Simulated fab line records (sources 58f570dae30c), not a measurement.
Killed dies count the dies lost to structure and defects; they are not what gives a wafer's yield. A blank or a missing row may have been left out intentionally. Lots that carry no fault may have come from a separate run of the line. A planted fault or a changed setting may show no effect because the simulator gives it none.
A struck lot beside a sound one || flow berkeleyCmos170 || 14 steps out of a route of 331
Sound: these wafers, L770.2, L770.5, L770.6. Wafers L781.2, L781.4, L781.5 were the ones struck. At the end, the cause is stated.
At each step with rows: each side's tool, then ch and its chambers, then its first start. Under that, the readings that differ: sound wafers || struck wafers || difference of the means || sigmas: that difference in standard deviations of wafers without a fault.
alike: words and numbers the same on both sides, and readings whose means are apart by under 2 such deviations; not compared: readings that were withheld, readings missing a value for some wafer, numbers with overlapping values and no deviation given by the record, and bounds like >300 which may hide the same value.
The two part at a step that has a row with sigmas, a row that says differs or no value, or rows on one side only. Numbers that have no deviation but don't overlap get no sigmas and don't part them. A reading missing from all wafers of one side parts the sides only when that side holds two or more wafers.

UCB170_CONTACT_OVL_MEAS_16:
  sound on overlay-01, day 9 00:15; struck on overlay-02, day 11 14:15
  alike: CONTACT_OVL
UCB170_CONTACT_ETCH_17: etches BARC in N2/H2.
  sound on rieDiel-04 ch 1,2,3, day 9 00:17; struck on rieDiel-04 ch 0,3, day 11 14:17
  alike: chamberPressureMTorr, drypumpMotorCurrentA, oesProductAu, throttleValvePct
UCB170_CONTACT_ETCH_18: etches PSG in CHF3/CF4/Ar, stops on TiSi2, target depth 840 nm, time 195 s.
  sound on rieDiel-04 ch 1,2,3; struck on rieDiel-04 ch 0,3
  alike: chamberPressureMTorr, drypumpMotorCurrentA, mfcArSccm, oesProductAu, throttleValvePct
  not compared: rfHoursCounterH
UCB170_CONTACT_STRIP_19: strips in O2.
  sound on plasmaAsher-03 ch 0,1, day 9 00:26; struck on plasmaAsher-01 ch 1, day 11 14:27
  alike: chamberPressureMTorr, drypumpMotorCurrentA, oesProductAu
  not compared: rfHoursCounterH
UCB170_CONTACT_CD_MEAS_90: target cd 700 nm.
  sound on cdSem-01, day 9 00:34; struck on cdSem-02, day 11 14:38
  alike: cdNm
then, 1 step without rows for these wafers: UCB170_CONTACT_CLEAN_20 (cleans in SPM, time 600 s).
UCB170_M1_SPUTTER_00: material Al, target thk 600 nm, time 80 s.
  sound on pvdSputter-04, day 9 00:50; struck on pvdSputter-04, day 11 14:54
  alike: throttleValvePct
UCB170_M1_RS_MEAS_01: a four-point-probe measurement.
  sound on filmMetro-02, day 9 00:55; struck on filmMetro-01, day 11 14:59
  alike: M1_AL_RS
UCB170_M1_THK_MEAS_02: measures by xrf.
  sound on filmMetro-02, day 9 01:02; struck on filmMetro-01, day 11 15:06
  alike: M1_AL_THK
then, 3 steps without rows for these wafers: UCB170_M1_COAT_03; UCB170_M1_COAT_04 (resist thk 900 nm); UCB170_M1_SOFTBAKE_05 (time 60 s).
UCB170_M1_EXPOSE_06: exposes mask METAL1, target cd 700 nm.
  sound on krfScanner-02 ch 0, day 9 01:49; struck on krfScanner-02, day 11 15:37
  no value came back on the struck wafers for exposureDoseMJCm2, focusOffsetNm (nm); on the sound wafers exposureDoseMJCm2 reads 20.99 20.97 20.94
  alike: mask
then, 1 step without rows for these wafers: UCB170_M1_PEB_07.

WHERE THEY PART
At UCB170_M1_EXPOSE_06 and nowhere else, as far as this record goes.

WHY: whatever the simulator had introduced
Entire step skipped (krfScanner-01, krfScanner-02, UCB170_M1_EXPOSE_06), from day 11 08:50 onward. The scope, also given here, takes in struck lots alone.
